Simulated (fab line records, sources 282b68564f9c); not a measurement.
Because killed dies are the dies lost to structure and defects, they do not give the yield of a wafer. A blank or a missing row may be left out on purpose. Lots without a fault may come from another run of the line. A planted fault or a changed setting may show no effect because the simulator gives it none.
Split-lot trial	flow ritCmos	23 wafers read across 5 lots, on a route 202 steps long

SPLIT DETAILS
At RIT_PRETRO_COAT_01 (resist thk 1300 nm), the setting resistThkNm was moved away from the recipe's 1300 nm on 8 of the 23 wafers read, by -5.2% to +5.9%. For the rest of the wafers, this setting stayed at what the recipe calls for.

Between the split and the reading, the file records no step.

THE READING
NOVOLAK_of_PRETRO_COAT_01.thkNm (the simulator's own value, which no gauge read), in nm, at RIT_PRETRO_HARDBAKE_07 (time 120 s). There is no usual value for it anywhere in the file. The 15 wafers here that ran the recipe average 1137 nm, standard deviation 2.8 nm.

wafer	tool, chamber at the split	resistThkNm as run, nm	against the recipe	NOVOLAK_of_PRETRO_COAT_01.thkNm, nm	against lot-mates on the recipe
L076.1	lithoTrack-01, 0	1300	recipe	1138	-
L076.2	lithoTrack-01, 0	1377	+5.9%	1205	+64
L076.4	lithoTrack-01, 0	1300	recipe	1145	-
L076.5	lithoTrack-01, 0	1377	+5.9%	1208	+66
L076.6	lithoTrack-01, 0	1377	+5.9%	1213	+72
L077.2	lithoTrack-01, 0	1300	recipe	1140	-
L077.3	lithoTrack-01, 0	1300	recipe	1140	-
L077.4	lithoTrack-01, 0	1300	recipe	1136	-
L077.5	lithoTrack-01, 0	1300	recipe	1134	-
L077.6	lithoTrack-01, 0	1300	recipe	1138	-
L079.1	lithoTrack-02, 0	1233	-5.2%	1076	-58
L079.4	lithoTrack-02, 0	1233	-5.2%	1076	-58
L079.3	lithoTrack-02, 0	1233	-5.2%	1079	-56
L079.5	lithoTrack-02, 0	1300	recipe	1135	-
L079.6	lithoTrack-02, 0	1300	recipe	1134	-
L084.1	lithoTrack-01, 0	1300	recipe	1136	-
L084.4	lithoTrack-01, 0	1300	recipe	1136	-
L084.5	lithoTrack-01, 0	1300	recipe	1139	-
L085.1	lithoTrack-02, 0	1277	-1.8%	1115	-22
L085.2	lithoTrack-02, 0	1300	recipe	1135	-
L085.3	lithoTrack-02, 0	1277	-1.8%	1120	-17
L085.5	lithoTrack-02, 0	1300	recipe	1138	-
L085.6	lithoTrack-02, 0	1300	recipe	1137	-

FIT RESULTS
A straight line over all 23 wafers: NOVOLAK_of_PRETRO_COAT_01.thkNm changes by +11.9 nm for each +1% of resistThkNm; r = +1.00; the points scatter about the line by 2.9 nm.
The same after taking each lot's own level away (the mean of its wafers on the recipe; 23 wafers): +11.2 nm for each +1%; r = +1.00; scatter 2.3 nm.
Per that fit: largest resistThkNm move, reading shift of 67 nm.
Across the lots, their own levels run from 1134.5 to 1141.5 nm, a range of 2.5 times the standard deviation given above.
Consequently the slope shifts little with the lot-to-lot level, the two slopes agreeing.
Check: +67.8 nm against its lot-mates is what the line predicts for one of the wafers moved furthest among these (+5.9%) when that wafer is left out of the fit. Against them it came out at +63.5 nm.

THESE WAFERS: OTHER SPLITS
Before the reading, these wafers also passed through other splits. Each is held against what the fit with the lots' levels taken away leaves over:
other split on the same wafers	wafers away from the commonest value	r with NOVOLAK_of_PRETRO_COAT_01.thkNm (lot level and that fit taken away)
RIT_ACTIVE_EXPOSE_08 doseMj	6	+0.02
RIT_ACTIVE_HARDBAKE_12 tempC	9	-0.13
RIT_FOX2_OXIDATION_00 tempC	18	+0.04
RIT_NWELL_IMPLANT_08 energyKev	11	+0.32

THE WHOLE CHAIN: every reading that the file lists as answering this split, in the file's order
step	what it does	reading	change (the file's fit)	r (the file's)
RIT_PRETRO_COAT_01	resist thk 1300 nm	NOVOLAK_of_PRETRO_COAT_01.thkNm (the simulator's own value, which no gauge read)	+13.1 nm for each +1% of the setting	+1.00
RIT_PRETRO_HARDBAKE_07	time 120 s	NOVOLAK_of_PRETRO_COAT_01.thkNm (the simulator's own value, which no gauge read)	+11.2 nm for each +1% of the setting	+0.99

FILE'S OWN FIT
NOVOLAK_of_PRETRO_COAT_01.thkNm changes by +11.2 nm for each +1% of resistThkNm, r = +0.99.
